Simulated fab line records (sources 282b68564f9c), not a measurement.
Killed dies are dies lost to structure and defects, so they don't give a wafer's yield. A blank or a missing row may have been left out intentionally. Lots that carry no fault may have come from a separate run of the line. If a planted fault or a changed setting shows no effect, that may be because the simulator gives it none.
fab line records | flow rit-cmos
record lots=6 wafers=18 last-day=7
route steps=202 shown SDANNEAL@156 PSD@157 NSD@158 PLDD@159 NLDD@160 SILICIDE@161 CONTACT@168
lots with no fault: from the same line, run without faults
start-h: hours from the record's first day to the start of the lot's first wafer shown | wait-h: how many hours have passed since the lot's step before this one | " repeats the value in the row above | L1.1+2: one row covering several wafers at once | - no value present, or no start provided | * or withheld: withheld | < > ~ a bound
route shown NAME@n: a module of which the file shows steps, and the number in the route of the first | usual: mean/standard deviation taken from wafers without a fault | same: alike in all rows | chamber/n: place in a boat | sites: the reading at each site | _std_site: how widely they spread, as a standard deviation | _edge_site: outer sites' mean less inner sites' | radius-mm: for every site, how far away it sits from the centre of the wafer | mask NAME#n: copy n | behind: the last tool/chamber to shape the wafer | hold: cause of the lot's hold/its duration in hours/its outcome | device: transistor that didn't switch, given as n, p or np | end of line: tests of these same wafers at the route's end | a step with no rows: only its recipe | killed: dies lost to structure and defects at the first sort, not the wafer's yield | map: per-die view of a wafer (x killed, . not killed, _ where there is no die)
set.NAME: the run value of the setting; set.NAME@STEP: its run value at that earlier step | model.NAME: the simulator's own value behind a step, which no gauge read
a table for each step, a row for each wafer; lots at some steps of the route
services: when a tool's chamber went out of use (start-h, in hours from the record's first day, below 0 if earlier), for how many hours, and the reason
## steps
# step RIT_SDANNEAL_RTA_03
# recipe temp-c=1050 time-s=5 idle-temp-c=600 ramp-up-c-per-s=342 ramp-down-c-per-s=171 cool-to-c=600 ambient=N2
# usual anneal-temp-c-max=1055.4/0.96 ramp-up-c-per-s=342.00/0.061 wafer_temp_C_max=1053.7/1.3
# columns lot.wafer tool chamber start-h wait-h anneal-temp-c-max ramp-up-c-per-s wafer_temp_C_max
L524.1 rtp-anneal-02 0 60.19 0.0 1056.2 341.98 1054.0
L524.3 " 0 " " 1056.3 342.04 1052.1
L524.6 " 0 " " 1054.5 342.02 1053.4
L534.1 rtp-anneal-02 0 113.48 0.0 1054.4 342.03 1051.3
L534.3 " 0 " " 1056.8 341.95 1053.0
L534.6 " 0 " " 1055.5 342.00 1054.1
L540.1 rtp-anneal-02 0 144.95 0.0 1056.0 342.02 1054.0
L540.5 " 0 " " 1055.2 341.97 1052.6
L540.6 " 0 " " 1056.4 342.08 1054.8
L542.1 rtp-anneal-02 0 153.12 0.0 1054.9 342.03 1052.2
L542.3 " 0 " " 1056.4 341.99 1054.0
L542.6 " 0 " " 1055.6 342.02 1054.6
L543.1 rtp-anneal-01 0 157.22 0.0 1054.7 342.05 1052.4
L543.2 " 0 " " 1055.2 342.14 1052.1
L543.6 " 0 " " 1055.2 342.04 1055.1
L545.1 rtp-anneal-01 0 165.19 0.0 1056.6 342.00 1054.2
L545.3 " 0 " " 1056.2 341.92 1052.9
L545.4 " 0 " " 1055.1 341.91 1053.1
# step RIT_SDANNEAL_RS_MEAS_04
# recipe thk-meas-gauge=four-point-probe
# usual PSD_RS=115.90/0.26
# columns lot.wafer tool chamber start-h wait-h PSD_RS[ohm/sq]
L524.1 film-metro-04 - 60.25 0.0 116.03
L524.3 " - " " 116.01
L524.6 " - " " 116.16
L534.1 film-metro-01 - 113.54 0.0 115.54
L534.3 " - " " 115.64
L534.6 " - " " 116.04
L540.1 film-metro-04 - 145.10 0.1 115.89
L540.5 " - " " 115.68
L540.6 " - " " 116.05
L542.1 film-metro-01 - 153.18 0.0 115.58
L542.3 " - " " 115.52
L542.6 " - " " 115.69
L543.1 film-metro-01 - 157.28 0.0 115.25
L543.2 " - " " 115.50
L543.6 " - " " 115.87
L545.1 film-metro-01 - 165.25 0.0 116.14
L545.3 " - " " 115.97
L545.4 " - " " 116.11
# step RIT_SDANNEAL_RS_MEAS_05
# recipe thk-meas-gauge=four-point-probe
# usual NSD_RS=84.62/0.27
# columns lot.wafer tool chamber start-h wait-h NSD_RS[ohm/sq]
L524.1 film-metro-04 - 60.37 0.1 84.92
L524.3 " - " " 84.68
L524.6 " - " " 84.79
L534.1 film-metro-01 - 113.66 0.1 84.02
L534.3 " - " " 84.36
L534.6 " - " " 83.92
L540.1 film-metro-04 - 145.22 0.1 84.61
L540.5 " - " " 84.60
L540.6 " - " " 84.41
L542.1 film-metro-01 - 153.30 0.1 84.69
L542.3 " - " " 84.75
L542.6 " - " " 84.33
L543.1 film-metro-01 - 157.40 0.1 84.28
L543.2 " - " " 84.08
L543.6 " - " " 84.11
L545.1 film-metro-01 - 165.37 0.1 84.65
L545.3 " - " " 84.95
L545.4 " - " " 84.82
# step RIT_SDANNEAL_RS_MEAS_06
# recipe thk-meas-gauge=four-point-probe
# usual PLDD_RS=178.7/0.43
# columns lot.wafer tool chamber start-h wait-h PLDD_RS[ohm/sq]
L524.1 film-metro-04 - 60.49 0.1 178.4
L524.3 " - " " 178.5
L524.6 " - " " 178.5
L534.1 film-metro-01 - 113.78 0.1 177.7
L534.3 " - " " 177.8
L534.6 " - " " 178.2
L540.1 film-metro-04 - 145.34 0.1 178.3
L540.5 " - " " 178.5
L540.6 " - " " 179.0
L542.1 film-metro-01 - 153.42 0.1 178.5
L542.3 " - " " 178.6
L542.6 " - " " 179.1
L543.1 film-metro-01 - 157.52 0.1 177.5
L543.2 " - " " 178.5
L543.6 " - " " 178.6
L545.1 film-metro-01 - 165.49 0.1 179.3
L545.3 " - " " 178.7
L545.4 " - " " 178.7
# step RIT_SDANNEAL_RS_MEAS_07
# recipe thk-meas-gauge=four-point-probe
# usual NLDD_RS=151.8/0.6
# columns lot.wafer tool chamber start-h wait-h NLDD_RS[ohm/sq]
L524.1 film-metro-04 - 60.61 0.1 151.2
L524.3 " - " " 152.2
L524.6 " - " " 151.7
L534.1 film-metro-01 - 113.90 0.1 153.2
L534.3 " - " " 153.0
L534.6 " - " " 152.8
L540.1 film-metro-04 - 145.46 0.1 152.1
L540.5 " - " " 152.6
L540.6 " - " " 152.5
L542.1 film-metro-01 - 153.54 0.1 151.9
L542.3 " - " " 152.2
L542.6 " - " " 151.8
L543.1 film-metro-01 - 157.64 0.1 151.8
L543.2 " - " " 151.2
L543.6 " - " " 152.3
L545.1 film-metro-01 - 165.61 0.1 152.0
L545.3 " - " " 151.3
L545.4 " - " " 152.0
# step RIT_SILICIDE_WET_ETCH_00
# recipe chemistry=BOE target=SiO2 target-depth-nm=14 time-s=15 dry=n2-spin dilution=10:1 temp-c=21.5
# step RIT_SILICIDE_SPUTTER_01
# recipe material=Ti target-thk-nm=30 power-w=350 chamber-pressure-pa=0.667 gas=Ar time-s=240 substrate-temp-c=25
# usual throttle-valve-pct=29.8/1.2
# columns lot.wafer tool chamber start-h wait-h throttle-valve-pct
L524.1 pvd-sputter-02 - 60.74 0.0 29.7
L524.3 " - " " 29.1
L524.6 " - " " 29.0
L534.1 pvd-sputter-02 - 114.03 0.0 29.8
L534.3 " - " " 29.1
L534.6 " - " " 29.3
L540.1 pvd-sputter-02 - 145.60 0.0 29.4
L540.5 " - " " 30.0
L540.6 " - " " 29.9
L542.1 pvd-sputter-02 - 153.67 0.0 29.7
L542.3 " - " " 29.5
L542.6 " - " " 30.0
L543.1 pvd-sputter-01 - 157.79 0.0 29.9
L543.2 " - " " 29.1
L543.6 " - " " 29.2
L545.1 pvd-sputter-01 - 165.74 0.0 32.2
L545.3 " - " " 28.9
L545.4 " - " " 29.6
# step RIT_SILICIDE_RS_MEAS_02
# recipe thk-meas-gauge=four-point-probe reads=Ti_of_SILICIDE_SPUTTER_01
# usual SILICIDE_TI_RS=47.9/0.74
# columns lot.wafer tool chamber start-h wait-h SILICIDE_TI_RS[ohm/sq]
L524.1 film-metro-03 - 60.89 0.1 48.7
L524.3 " - " " 47.3
L524.6 " - " " 47.6
L534.1 film-metro-04 - 114.18 0.1 47.2
L534.3 " - " " 46.5
L534.6 " - " " 46.6
L540.1 film-metro-02 - 145.75 0.1 48.7
L540.5 " - " " 48.8
L540.6 " - " " 49.2
L542.1 film-metro-02 - 153.82 0.1 47.4
L542.3 " - " " 47.7
L542.6 " - " " 47.4
L543.1 film-metro-02 - 157.94 0.1 48.0
L543.2 " - " " 48.2
L543.6 " - " " 48.3
L545.1 film-metro-03 - 165.89 0.1 47.0
L545.3 " - " " 48.0
L545.4 " - " " 47.9
# step RIT_SILICIDE_THK_MEAS_03
# recipe thk-meas-gauge=xrf reads=Ti_of_SILICIDE_SPUTTER_01
# usual SILICIDE_TI_THK=30.0/0.37
# columns lot.wafer tool chamber start-h wait-h SILICIDE_TI_THK[nm]
L524.1 film-metro-03 - 61.01 0.1 29.9
L524.3 " - " " 30.5
L524.6 " - " " 30.4
L534.1 film-metro-04 - 114.30 0.1 30.4
L534.3 " - " " 30.7
L534.6 " - " " 30.7
L540.1 film-metro-02 - 145.87 0.1 29.6
L540.5 " - " " 29.6
L540.6 " - " " 29.2
L542.1 film-metro-02 - 153.94 0.1 30.3
L542.3 " - " " 30.2
L542.6 " - " " 30.3
L543.1 film-metro-02 - 158.06 0.1 29.9
L543.2 " - " " 29.9
L543.6 " - " " 29.8
L545.1 film-metro-03 - 166.01 0.1 30.5
L545.3 " - " " 30.1
L545.4 " - " " 30.1
# step RIT_SILICIDE_RTA_04
# recipe temp-c=650 time-s=10 idle-temp-c=25 ramp-up-s=5 ramp-down-s=5 cool-to-c=25 ambient=N2
# usual anneal-temp-c-max=653.4/0.61 wafer_temp_C_max=653.5/0.71
# columns lot.wafer tool chamber start-h wait-h anneal-temp-c-max wafer_temp_C_max
L524.1 rtp-anneal-01 0 61.07 0.1 653.0 653.5
L524.3 " 0 " " 653.6 652.7
L524.6 " 0 " " 652.5 653.8
L534.1 rtp-anneal-01 0 114.36 0.1 654.0 653.2
L534.3 " 0 " " 655.3 652.7
L534.6 " 0 " " 653.5 652.3
L540.1 rtp-anneal-01 0 145.93 0.1 653.3 653.7
L540.5 " 0 " " 653.0 653.9
L540.6 " 0 " " 652.8 652.4
L542.1 rtp-anneal-01 0 154.00 0.1 652.7 654.4
L542.3 " 0 " " 652.5 653.8
L542.6 " 0 " " 652.2 653.3
L543.1 rtp-anneal-02 0 158.12 0.1 653.3 653.0
L543.2 " 0 " " 654.0 653.2
L543.6 " 0 " " 653.6 652.8
L545.1 rtp-anneal-02 0 166.07 0.1 653.8 652.8
L545.3 " 0 " " 653.4 653.5
L545.4 " 0 " " 654.3 652.5
# step RIT_SILICIDE_WET_ETCH_05
# recipe chemistry=SPM target=Ti temp-c=90 time-s=120 dry=n2-spin
# step RIT_SILICIDE_RTA_06
# recipe temp-c=750 time-s=10 idle-temp-c=25 ramp-up-s=5 ramp-down-s=10 cool-to-c=25 ambient=N2
# usual anneal-temp-c-max=753.9/0.74 wafer_temp_C_max=753.8/0.79
# columns lot.wafer tool chamber start-h wait-h anneal-temp-c-max wafer_temp_C_max
L524.1 rtp-anneal-02 0 61.18 0.0 753.1 752.5
L524.3 " 0 " " 753.4 752.7
L524.6 " 0 " " 753.7 753.1
L534.1 rtp-anneal-02 0 114.47 0.0 753.6 752.3
L534.3 " 0 " " 755.5 753.4
L534.6 " 0 " " 753.5 753.3
L540.1 rtp-anneal-02 0 146.08 0.0 753.4 754.6
L540.5 " 0 " " 754.2 752.8
L540.6 " 0 " " 754.1 754.4
L542.1 rtp-anneal-02 0 154.11 0.0 754.9 753.2
L542.3 " 0 " " 754.3 752.6
L542.6 " 0 " " 754.5 753.2
L543.1 rtp-anneal-01 0 158.27 0.0 753.8 753.8
L543.2 " 0 " " 753.3 754.4
L543.6 " 0 " " 753.2 753.6
L545.1 rtp-anneal-01 0 166.18 0.0 756.1 754.3
L545.3 " 0 " " 753.4 754.1
L545.4 " 0 " " 754.0 754.5
# step RIT_CONTACT_CVD_00
# recipe material=SiO2 target-thk-nm=400 precursor=TEOS temp-c=390 time-s=61 rf-w=400
# usual heater-power-w=308/63 rf-fwd-power-W=396.5/1.5
# columns lot.wafer tool chamber start-h wait-h heater-power-w rf-fwd-power-W model.SiO2_of_CONTACT_CVD_00.thk-nm
L524.1 pecvd-03 1 61.24 0.1 340 395.4 392.1
L524.3 " 2 " " 343 398.1 394.7
L524.6 " 0 " " 234 396.6 397.8
L534.1 pecvd-04 2 114.53 0.1 377 397.9 403.4
L534.3 " 1 " " 287 394.2 395.2
L534.6 " 2 " " 381 396.6 405.6
L540.1 pecvd-04 2 146.15 0.1 333 396.6 395.9
L540.5 " 1 " " 336 393.1 562.1
L540.6 " 2 " " 355 397.1 406.4
L542.1 pecvd-03 0 154.17 0.1 214 396.1 388.3
L542.3 " 1 " " 317 395.5 394.3
L542.6 " 1 " " 330 397.0 398.5
L543.1 pecvd-04 0 158.33 0.1 300 395.3 401.6
L543.2 " 1 " " 316 394.9 556.3
L543.6 " 2 " " 284 396.0 411.4
L545.1 pecvd-03 1 166.25 0.1 366 396.1 394.4
L545.3 " 2 " " 294 397.5 396.9
L545.4 " 2 " " 309 397.0 401.6
# step RIT_CONTACT_THK_MEAS_01
# recipe reads=SiO2_of_CONTACT_CVD_00
# usual CONTACT_TEOS_THK=400/5.5
# columns lot.wafer tool chamber start-h wait-h CONTACT_TEOS_THK[nm]
L524.1 film-metro-01 - 61.29 0.0 392
L524.3 " - " " 395
L524.6 " - " " 398
L534.1 film-metro-03 - 114.59 0.0 403
L534.3 " - " " 395
L534.6 " - " " 405
L540.1 film-metro-01 - 146.22 0.1 395
L540.5 " - " " 562
L540.6 " - " " 406
L542.1 film-metro-01 - 154.22 0.0 388
L542.3 " - " " 394
L542.6 " - " " 399
L543.1 film-metro-02 - 158.38 0.0 402
L543.2 " - " " 556
L543.6 " - " " 411
L545.1 film-metro-01 - 166.30 0.0 395
L545.3 " - " " 397
L545.4 " - " " 401
# step RIT_CONTACT_HMDS_02
# recipe prime-time-s=60 prime-temp-c=140
# step RIT_CONTACT_COAT_03
# recipe resist=NOVOLAK spin-rpm=3250 resist-thk-nm=1000
# step RIT_CONTACT_SOFTBAKE_04
# recipe resist=NOVOLAK temp-c=90 time-s=60
# step RIT_CONTACT_EXPOSE_05
# recipe mask-id=M11 na=0.6 source-shape=conventional sigma-outer=0.5 target-cd-nm=1000 dose-mj=250
# step RIT_CONTACT_PEB_06
# recipe resist=NOVOLAK temp-c=withheld time-s=withheld
# step RIT_CONTACT_DEVELOP_07
# recipe resist=NOVOLAK develop-time-s=120 dev-temp-c=23
# step RIT_CONTACT_CD_MEAS_08
# recipe target-cd-nm=1000
# usual cd-nm=1000.3/2.2
# columns lot.wafer tool chamber start-h wait-h cd-nm
L524.1 cd-sem-02 - 62.32 - 1000.4
L524.3 " - " " 1001.5
L524.6 " - " " 1000.4
L534.1 cd-sem-01 - 115.74 - 1002.5
L534.3 " - " " 1004.5
L534.6 " - " " 1002.3
L540.1 cd-sem-01 - 147.48 - 997.8
L540.5 " - " " 997.9
L540.6 " - " " 998.5
L542.1 cd-sem-01 - 155.38 - 998.2
L542.3 " - " " 998.6
L542.6 " - " " 998.6
L543.1 cd-sem-02 - 159.41 - 1002.4
L543.2 " - " " 1001.2
L543.6 " - " " 1002.3
L545.1 cd-sem-01 - 167.53 - 995.8
L545.3 " - " " 996.5
L545.4 " - " " 997.7
# step RIT_CONTACT_OVL_MEAS_09
# usual CONTACT_OVL=-0.2/1.4
# columns lot.wafer tool chamber start-h wait-h CONTACT_OVL[nm]
L524.1 overlay-01 - 62.44 0.1 0.3
L524.3 " - " " -1.4
L524.6 " - " " -1.0
L534.1 overlay-02 - 115.86 0.1 1.4
L534.3 " - " " 0.2
L534.6 " - " " 0.1
L540.1 overlay-01 - 147.60 0.1 -1.9
L540.5 " - " " -1.4
L540.6 " - " " -0.7
L542.1 overlay-01 - 155.50 0.1 1.9
L542.3 " - " " 1.2
L542.6 " - " " 1.5
L543.1 overlay-01 - 159.53 0.1 -0.6
L543.2 " - " " -0.2
L543.6 " - " " 1.0
L545.1 overlay-02 - 167.65 0.1 1.2
L545.3 " - " " 2.5
L545.4 " - " " 2.9
# step RIT_CONTACT_HARDBAKE_10
# recipe resist=NOVOLAK temp-c=140 time-s=60
# step RIT_CONTACT_ETCH_11
# recipe target-depth-a=4800 over-etch-frac=0.2 stop-on=TiSi2 chemistry=CHF3/CF4/Ar target=SiO2 CHF3_flow_sccm=50 cf4-flow-sccm=10 Ar_flow_sccm=100 O2_flow_sccm=5 pressure-mtorr=100 rf-w=200 time-s=320
# usual drypump-motor-current-A=5.8/0.39 oes-product-au=0.992/0.014 rf-fwd-power-W=199.5/0.58 throttle-valve-pct=8.77/0.14
# columns lot.wafer tool chamber start-h wait-h drypump-motor-current-A oes-product-au rf-fwd-power-W rf-hours-counter-h throttle-valve-pct model.etch.depth-nm model.CONTACT.feature-depth-nm
L524.1 rie-diel-04 3 62.63 0.1 6.4 0.999 199.9 120 8.85 392.1 392.1
L524.3 " 1 " " 6.0 0.986 200.0 22 8.77 394.7 394.7
L524.6 " 0 " " 5.2 0.988 199.7 - 8.93 397.8 397.8
L534.1 rie-diel-02 2 116.04 0.1 6.6 1.023 199.4 125 8.71 403.4 403.4
L534.3 " 0 " " 5.5 0.976 200.1 38 8.67 395.2 395.2
L534.6 " 0 " " 5.5 0.984 199.8 - 8.65 405.6 405.6
L540.1 rie-diel-02 0 147.84 0.1 5.5 0.977 200.2 39 8.66 395.9 395.9
L540.5 " 1 " " 5.8 1.009 198.3 - 8.86 471.4 471.4
L540.6 " 2 " " 6.6 1.017 199.5 - 8.71 406.4 406.4
L542.1 rie-diel-01 2 155.69 0.1 5.8 0.989 199.9 72 9.07 388.3 388.3
L542.3 " 3 " " 5.4 0.978 199.7 95 8.95 394.3 394.3
L542.6 " 3 " " 5.4 0.966 199.4 - 8.93 398.5 398.5
L543.1 rie-diel-02 3 159.72 0.1 5.6 0.998 199.1 4 8.63 401.6 401.6
L543.2 " 2 " " 6.6 1.031 199.4 125 8.69 486.7 486.7
L543.6 " 3 " " 5.6 0.994 199.1 - 8.63 411.4 411.4
L545.1 rie-diel-02 2 167.84 0.1 6.6 1.012 200.1 126 8.70 394.4 394.4
L545.3 " 1 " " 5.8 1.002 199.3 4 8.89 396.9 396.9
L545.4 " 2 " " 6.6 1.024 199.2 - 8.69 401.6 401.6
# step RIT_CONTACT_STRIP_12
# recipe chemistry=O2 time-s=180 resist=NOVOLAK platen-temp-c=withheld power-w=500 pressure-mtorr=4000 o2-flow-sccm=4000
# usual drypump-motor-current-A=5.8/0.34
# columns lot.wafer tool chamber start-h wait-h drypump-motor-current-A rf-hours-counter-h
L524.1 plasma-asher-04 0 62.82 0.1 5.8 43
L524.3 " 0 " " 5.9 -
L524.6 " 1 " " 6.3 -
L534.1 plasma-asher-01 0 116.24 0.1 5.6 47
L534.3 " 1 " " 5.9 -
L534.6 " 0 " " 5.6 -
L540.1 plasma-asher-03 1 148.03 0.1 6.1 52
L540.5 " 1 " " 6.1 -
L540.6 " 0 " " 5.1 -
L542.1 plasma-asher-03 1 155.88 0.1 6.1 53
L542.3 " 1 " " 6.1 -
L542.6 " 1 " " 6.1 -
L543.1 plasma-asher-03 0 159.91 0.1 5.2 53
L543.2 " 1 " " 6.1 53
L543.6 " 0 " " 5.2 -
L545.1 plasma-asher-01 1 168.03 0.1 5.9 54
L545.3 " 0 " " 5.5 -
L545.4 " 1 " " 5.8 -
# step RIT_CONTACT_CD_MEAS_90
# recipe target-cd-nm=1000
# usual cd-nm=1000.3/2.2
# columns lot.wafer tool chamber start-h wait-h cd-nm
L524.1 cd-sem-02 - 63.00 0.1 1000.7
L524.3 " - " " 1001.0
L524.6 " - " " 1000.3
L534.1 cd-sem-01 - 116.41 0.1 1002.0
L534.3 " - " " 1004.2
L534.6 " - " " 1002.7
L540.1 cd-sem-01 - 148.21 0.1 997.6
L540.5 " - " " 998.8
L540.6 " - " " 997.9
L542.1 cd-sem-01 - 156.06 0.1 998.3
L542.3 " - " " 998.1
L542.6 " - " " 998.1
L543.1 cd-sem-01 - 160.09 0.1 1002.1
L543.2 " - " " 1001.0
L543.6 " - " " 1002.7
L545.1 cd-sem-01 - 168.21 0.1 996.5
L545.3 " - " " 996.7
L545.4 " - " " 997.7
# step RIT_CONTACT_CLEAN_13
# recipe chemistry=SC1 mix=3:3:50 time-s=600 temp-c=75
# columns lot.wafer tool chamber start-h wait-h model.SiO2_of_CONTACT_CVD_00.thk-nm
L524.1 wet-bench-01 0 63.12 0.1 388
L524.3 " 0 " " 390.6
L524.6 " 0 " " 393.7
L534.1 wet-bench-02 2 116.53 0.1 399.3
L534.3 " 2 " " 391.1
L534.6 " 2 " " 401.5
L540.1 wet-bench-01 2 148.33 0.1 391.8
L540.5 " 2 " " 558
L540.6 " 2 " " 402.3
L542.1 wet-bench-03 2 156.18 0.1 384.3
L542.3 " 2 " " 390.2
L542.6 " 2 " " 394.4
L543.1 wet-bench-01 1 160.21 0.1 397.5
L543.2 " 1 " " 552.3
L543.6 " 1 " " 407.4
L545.1 wet-bench-01 2 168.33 0.1 390.2
L545.3 " 2 " " 392.8
L545.4 " 2 " " 397.5
# step RIT_CONTACT_CLEAN_14
# recipe chemistry=SC2 mix=3:3:50 time-s=600 temp-c=75 dry=n2-spin
## services
# columns tool chamber start-h hours kind
pvd-sputter-01 - 37.12 2.3 repair
pecvd-03 0 39.16 3.7 repair
rie-diel-04 - 44.32 1.1 repair
rie-diel-01 3 55.12 1.8 repair
pvd-sputter-01 - 57.96 2.7 repair
pvd-sputter-01 - 59.34 0.9 repair
pecvd-04 1 67.76 16.9 repair
plasma-asher-04 - 71.89 1.8 repair
rie-diel-04 1 72.82 5.1 repair
pecvd-04 - 76.65 2.8 pm
plasma-asher-03 - 86.78 4.0 pm
rie-diel-02 - 94.44 2.3 repair
pvd-sputter-02 - 98.57 2.1 repair
plasma-asher-04 - 108.75 9.0 pm
rtp-anneal-01 - 109.23 1.1 pm
rie-diel-02 3 116.31 9.5 repair
plasma-asher-04 - 126.51 5.2 repair
pecvd-04 0 131.66 23.4 repair
wet-bench-01 - 133.03 1.9 repair
rie-diel-04 0 134.61 20.5 repair
pecvd-04 1 136.29 8.5 repair
rie-diel-02 1 139.20 3.0 repair
rie-diel-04 2 147.52 5.1 repair
plasma-asher-04 - 157.55 14.6 pm
## key
first-sign step=RIT_CONTACT_THK_MEAS_01 reading=CONTACT_TEOS_THK direction=up sigmas=29 usual=400 struck=559
effect none on later readings
model-effect step=RIT_CONTACT_CVD_00 value=SiO2_of_CONTACT_CVD_00.thk-nm without=399.4 struck=559.2
model-effect step=RIT_CONTACT_ETCH_11 value=etch.depth-nm without=399.4 struck=479
model-effect step=RIT_CONTACT_CLEAN_13 value=SiO2_of_CONTACT_CVD_00.thk-nm without=395.3 struck=555.1
met-at RIT_CONTACT_CVD_00
struck-wafers L540.5,L543.2
later-rows-left-out L540.5,L543.2
sort-left-out L540.5,L543.2
tester-left-out L540,L543
onset-between 114.53 146.15
fault kind=process-parameter-drift tool=pecvd-04 chamber=1 onset-h=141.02 steps=RIT_CONTACT_CVD_00 channel=target-thk-nm offset=160 shape=step end-h=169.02 stated=400
# tester-left-out: of these lots the tester's yield and bins aren't shown, on N5 and GAA mostly nor the transistor test; their killed dies are dies lost to structure and defects alone, not to doping, threshold or leakage, so they don't give the yield
# sort-left-out: the simulated sort isn't trusted on such a fault, so these wafers' sort isn't shown, and their yield isn't known
# later-rows-left-out: the simulator's readings of these wafers behind a module that went badly wrong aren't trusted and aren't shown, but for the sort
